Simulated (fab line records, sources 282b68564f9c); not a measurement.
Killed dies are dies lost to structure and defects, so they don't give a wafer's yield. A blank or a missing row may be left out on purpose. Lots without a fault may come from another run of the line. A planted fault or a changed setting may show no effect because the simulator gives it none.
A struck lot beside a sound one | flow rit_cmos | 43 steps out of a route of 202
Sound: wafers L514.1, L514.3, L514.5. Struck: wafers L528.1, L528.2, L528.4. The cause comes at the end.
At each step with rows: each side's tool, then ch and its chambers, then its first start. Under that, the readings that differ: sound wafers | struck wafers | difference of the means | sigmas: that difference in standard deviations of wafers without a fault.
alike: readings whose means differ by less than 2 such deviations, and words and numbers that are the same on both sides. not compared: withheld readings, readings that some wafer has no value for, bounds like >300 that may hide the same value, and numbers for which the record gives no deviation and whose values overlap.
The two part at a step that has a row with sigmas, a row that says differs or no value, or rows on one side only. Numbers that don't overlap but have no deviation are shown without sigmas and don't part them. A reading that every wafer of one side lacks parts them only if that side has two wafers or more.

first, 1 step without rows for these wafers: RIT_GATE_CVD_08 (deposits poly-Si from SiH4, target thk 250 nm, time 2220 s).
RIT_GATE_THK_MEAS_09:
  sound on film_metro-04, day 3 13:07; struck on film_metro-04, day 6 07:34
  alike: GATE_POLY_THK
then, 6 steps without rows for these wafers: RIT_GATE_HMDS_10 (prime time 60 s); RIT_GATE_COAT_11 (resist thk 850 nm); RIT_GATE_SOFTBAKE_12 (time 60 s); RIT_GATE_EXPOSE_13 (exposes mask M6, target cd 150 nm); RIT_GATE_PEB_14; RIT_GATE_DEVELOP_15 (develop time 50 s).
RIT_GATE_CD_MEAS_16: target cd 150 nm.
  sound on cd_sem-01, day 3 14:08; struck on cd_sem-01, day 6 08:37
  alike: cd_nm
RIT_GATE_OVL_MEAS_17:
  sound on overlay-01, day 3 14:16; struck on overlay-02, day 6 08:44
  alike: GATE_OVL
then, 1 step without rows for these wafers: RIT_GATE_HARDBAKE_18 (time 60 s).
RIT_GATE_ETCH_19: etches poly-Si in SF6/CHF3/O2, stops on SiO2, time 165 s, target depth 312.5 nm.
  sound on rie_si-01 ch 1,2,3, day 3 14:27; struck on rie_si-01 ch 1,2,3, day 6 08:56
  alike: O2_flow_sccm, drypump_motor_current_A, oes_product_au, throttle_valve_pct
  not compared: rf_hours_counter_h
RIT_GATE_STRIP_20: strips in O2, time 180 s.
  sound on plasma_asher-01 ch 0,1, day 3 14:33; struck on plasma_asher-03 ch 0,1, day 6 09:02
  alike: drypump_motor_current_A, rf_refl_power_W
  not compared: rf_hours_counter_h
RIT_GATE_CD_MEAS_90: target cd 150 nm.
  sound on cd_sem-02, day 3 14:44; struck on cd_sem-02, day 6 09:13
  alike: cd_nm
then, 4 steps without rows for these wafers: RIT_REOX_CLEAN_00 (cleans in SC1, time 600 s); RIT_REOX_CLEAN_01 (cleans in dHF, time 30 s); RIT_REOX_CLEAN_02 (cleans in SC2, time 600 s); RIT_REOX_OXIDATION_03 (target thk 25.2 nm, ox time 5580 s).
RIT_REOX_THK_MEAS_04:
  sound on film_metro-02, day 3 17:46; struck on film_metro-04, day 6 12:28
  alike: REOX_OXIDE_THK
then, 6 steps without rows for these wafers: RIT_NLDD_HMDS_00 (prime time 60 s); RIT_NLDD_COAT_01 (resist thk 1000 nm); RIT_NLDD_SOFTBAKE_02 (time 60 s); RIT_NLDD_EXPOSE_03 (exposes mask M7, target cd 40700 nm); RIT_NLDD_PEB_04; RIT_NLDD_DEVELOP_05 (develop time 50 s).
RIT_NLDD_OVL_MEAS_06:
  sound on overlay-01, day 3 18:41; struck on overlay-02, day 6 13:23
  alike: NLDD_OVL
then, 2 steps without rows for these wafers: RIT_NLDD_HARDBAKE_07 (time 60 s); RIT_NLDD_IMPLANT_08.
RIT_NLDD_STRIP_09: strips in O2, time 180 s.
  sound on plasma_asher-04 ch 0,1, day 3 19:01; struck on plasma_asher-04 ch 0,1, day 6 13:43
  alike: drypump_motor_current_A, rf_refl_power_W
  not compared: rf_hours_counter_h
RIT_NLDD_TW_MEAS_10:
  sound on film_metro-03, day 3 19:11; struck on film_metro-02, day 6 13:53
  reading | sound          | struck         | difference | sigmas
  NLDD_TW | 2473 2468 2474 | 2528 2527 2528 | +56        | +2
then, 6 steps without rows for these wafers: RIT_PLDD_HMDS_00 (prime time 60 s); RIT_PLDD_COAT_01 (resist thk 1000 nm); RIT_PLDD_SOFTBAKE_02 (time 60 s); RIT_PLDD_EXPOSE_03 (exposes mask M8, target cd 40900 nm); RIT_PLDD_PEB_04; RIT_PLDD_DEVELOP_05 (develop time 50 s).
RIT_PLDD_OVL_MEAS_06:
  sound on overlay-01, day 3 20:19; struck on overlay-01, day 6 14:48
  alike: PLDD_OVL
then, 2 steps without rows for these wafers: RIT_PLDD_HARDBAKE_07 (time 60 s); RIT_PLDD_IMPLANT_08.
RIT_PLDD_STRIP_09: strips in O2, time 180 s.
  sound on plasma_asher-04 ch 0,1, day 3 20:39; struck on plasma_asher-01 ch 0,1, day 6 15:08
  alike: drypump_motor_current_A, rf_refl_power_W
  not compared: rf_hours_counter_h
RIT_PLDD_TW_MEAS_10:
  sound on film_metro-01, day 3 20:49; struck on film_metro-01, day 6 15:19
  alike: PLDD_TW
then, 1 step without rows for these wafers: RIT_SPACER_CLEAN_00 (cleans in SC1, time 600 s).
RIT_M1_PROBE_99:
  the record has rows for the struck wafers here (prober-01, day 7 06:23) and none for the sound ones

WHERE THEY PART
First at RIT_NLDD_TW_MEAS_10; last, within this record, at RIT_M1_PROBE_99.

WHY: what the simulator had put in
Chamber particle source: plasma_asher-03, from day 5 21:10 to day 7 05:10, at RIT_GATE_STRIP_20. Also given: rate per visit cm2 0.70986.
